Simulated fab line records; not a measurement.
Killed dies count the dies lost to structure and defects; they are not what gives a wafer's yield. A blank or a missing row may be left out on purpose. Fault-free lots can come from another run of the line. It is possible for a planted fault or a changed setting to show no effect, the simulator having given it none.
Lot-split experiment / flow rit cmos / 23 wafers read from 5 lots, route of 202 steps

THE SPLIT
At RIT_PWELL_IMPLANT_08, the setting energy kev was moved away from the recipe's 170 on 10 of the 23 wafers read, by +4.5% to +5.5%. For the rest of the wafers, this setting stayed at what the recipe calls for.

The split's own step is where the reading is taken.

THE READING
implant.drp nm (the simulator's own value, which no gauge read), in nm, at RIT_PWELL_IMPLANT_08. There is no usual value for it anywhere in the file.

wafer=L077.1; tool, chamber at the split=implanter-01, 0; energy kev as run=179.4; against the recipe=+5.5%; implant.drp nm, nm=104.4; against lot-mates on the recipe=+1.5
wafer=L077.2; tool, chamber at the split=implanter-01, 0; energy kev as run=179.4; against the recipe=+5.5%; implant.drp nm, nm=104.4; against lot-mates on the recipe=+1.5
wafer=L077.6; tool, chamber at the split=implanter-01, 0; energy kev as run=179.4; against the recipe=+5.5%; implant.drp nm, nm=104.4; against lot-mates on the recipe=+1.5
wafer=L077.3; tool, chamber at the split=implanter-01, 0; energy kev as run=170; against the recipe=recipe; implant.drp nm, nm=102.9; against lot-mates on the recipe=-
wafer=L077.5; tool, chamber at the split=implanter-01, 0; energy kev as run=170; against the recipe=recipe; implant.drp nm, nm=102.9; against lot-mates on the recipe=-
wafer=L078.1; tool, chamber at the split=implanter-03, 0; energy kev as run=170; against the recipe=recipe; implant.drp nm, nm=102.9; against lot-mates on the recipe=-
wafer=L078.2; tool, chamber at the split=implanter-03, 0; energy kev as run=170; against the recipe=recipe; implant.drp nm, nm=102.9; against lot-mates on the recipe=-
wafer=L078.3; tool, chamber at the split=implanter-03, 0; energy kev as run=170; against the recipe=recipe; implant.drp nm, nm=102.9; against lot-mates on the recipe=-
wafer=L078.4; tool, chamber at the split=implanter-03, 0; energy kev as run=177.6; against the recipe=+4.5%; implant.drp nm, nm=104.1; against lot-mates on the recipe=+1.2
wafer=L078.5; tool, chamber at the split=implanter-03, 0; energy kev as run=177.6; against the recipe=+4.5%; implant.drp nm, nm=104.1; against lot-mates on the recipe=+1.2
wafer=L079.1; tool, chamber at the split=implanter-03, 0; energy kev as run=178.9; against the recipe=+5.2%; implant.drp nm, nm=104.3; against lot-mates on the recipe=+1.4
wafer=L079.2; tool, chamber at the split=implanter-03, 0; energy kev as run=178.9; against the recipe=+5.2%; implant.drp nm, nm=104.3; against lot-mates on the recipe=+1.4
wafer=L079.5; tool, chamber at the split=implanter-03, 0; energy kev as run=178.9; against the recipe=+5.2%; implant.drp nm, nm=104.3; against lot-mates on the recipe=+1.4
wafer=L079.3; tool, chamber at the split=implanter-03, 0; energy kev as run=170; against the recipe=recipe; implant.drp nm, nm=102.9; against lot-mates on the recipe=-
wafer=L079.4; tool, chamber at the split=implanter-03, 0; energy kev as run=170; against the recipe=recipe; implant.drp nm, nm=102.9; against lot-mates on the recipe=-
wafer=L082.2; tool, chamber at the split=implanter-01, 0; energy kev as run=170; against the recipe=recipe; implant.drp nm, nm=102.9; against lot-mates on the recipe=-
wafer=L082.4; tool, chamber at the split=implanter-01, 0; energy kev as run=170; against the recipe=recipe; implant.drp nm, nm=102.9; against lot-mates on the recipe=-
wafer=L082.5; tool, chamber at the split=implanter-01, 0; energy kev as run=170; against the recipe=recipe; implant.drp nm, nm=102.9; against lot-mates on the recipe=-
wafer=L082.3; tool, chamber at the split=implanter-01, 0; energy kev as run=179; against the recipe=+5.3%; implant.drp nm, nm=104.3; against lot-mates on the recipe=+1.4
wafer=L082.6; tool, chamber at the split=implanter-01, 0; energy kev as run=179; against the recipe=+5.3%; implant.drp nm, nm=104.3; against lot-mates on the recipe=+1.4
wafer=L084.1; tool, chamber at the split=implanter-01, 0; energy kev as run=170; against the recipe=recipe; implant.drp nm, nm=102.9; against lot-mates on the recipe=-
wafer=L084.3; tool, chamber at the split=implanter-01, 0; energy kev as run=170; against the recipe=recipe; implant.drp nm, nm=102.9; against lot-mates on the recipe=-
wafer=L084.5; tool, chamber at the split=implanter-01, 0; energy kev as run=170; against the recipe=recipe; implant.drp nm, nm=102.9; against lot-mates on the recipe=-

FIT RESULTS
A straight line over all 23 wafers: implant.drp nm changes by +0.268 nm for each +1% of energy kev; r = +1.00; the points scatter about the line by 0.009 nm.
The same after taking each lot's own level away (the mean of its wafers on the recipe; 23 wafers): +0.268 nm for each +1%; r = +1.00; scatter 0.009 nm.
On that fit, the largest move of energy kev shifts the reading by 1.5 nm.
The lots' own levels span 102.90 to 102.90 nm.
The two slopes are in agreement: the lot-to-lot level therefore moves the slope only a little.
Check: with one of the wafers moved furthest among these (+5.5%) left out of the fit, the line predicts +1.48 nm for it against its lot-mates. Against them it came out at +1.5 nm.

FURTHER SPLITS ON THESE WAFERS
Other splits were also applied to these wafers ahead of the reading. Each is held against what the fit with the lots' levels taken away leaves over:
other split on the same wafers=RIT_FOX2_OXIDATION_00 temp c; wafers away from the commonest value=10; r with implant.drp nm (lot level and that fit taken away)=+0.55
other split on the same wafers=RIT_NWELL_IMPLANT_08 dose cm2; wafers away from the commonest value=8; r with implant.drp nm (lot level and that fit taken away)=+0.08

THE WHOLE CHAIN: every reading that the file lists as answering this split, in the file's order
step=RIT_PWELL_IMPLANT_08; what it does=; reading=implant.rp nm (the simulator's own value, which no gauge read); change (the file's fit)=+3.7 nm for each +1% of the setting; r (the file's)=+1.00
step=RIT_PWELL_IMPLANT_08; what it does=; reading=implant.drp nm (the simulator's own value, which no gauge read); change (the file's fit)=+0.269 nm for each +1% of the setting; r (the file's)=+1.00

THE FILE'S OWN FIT
implant.drp nm changes by +0.269 nm for each +1% of energy kev, r = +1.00.
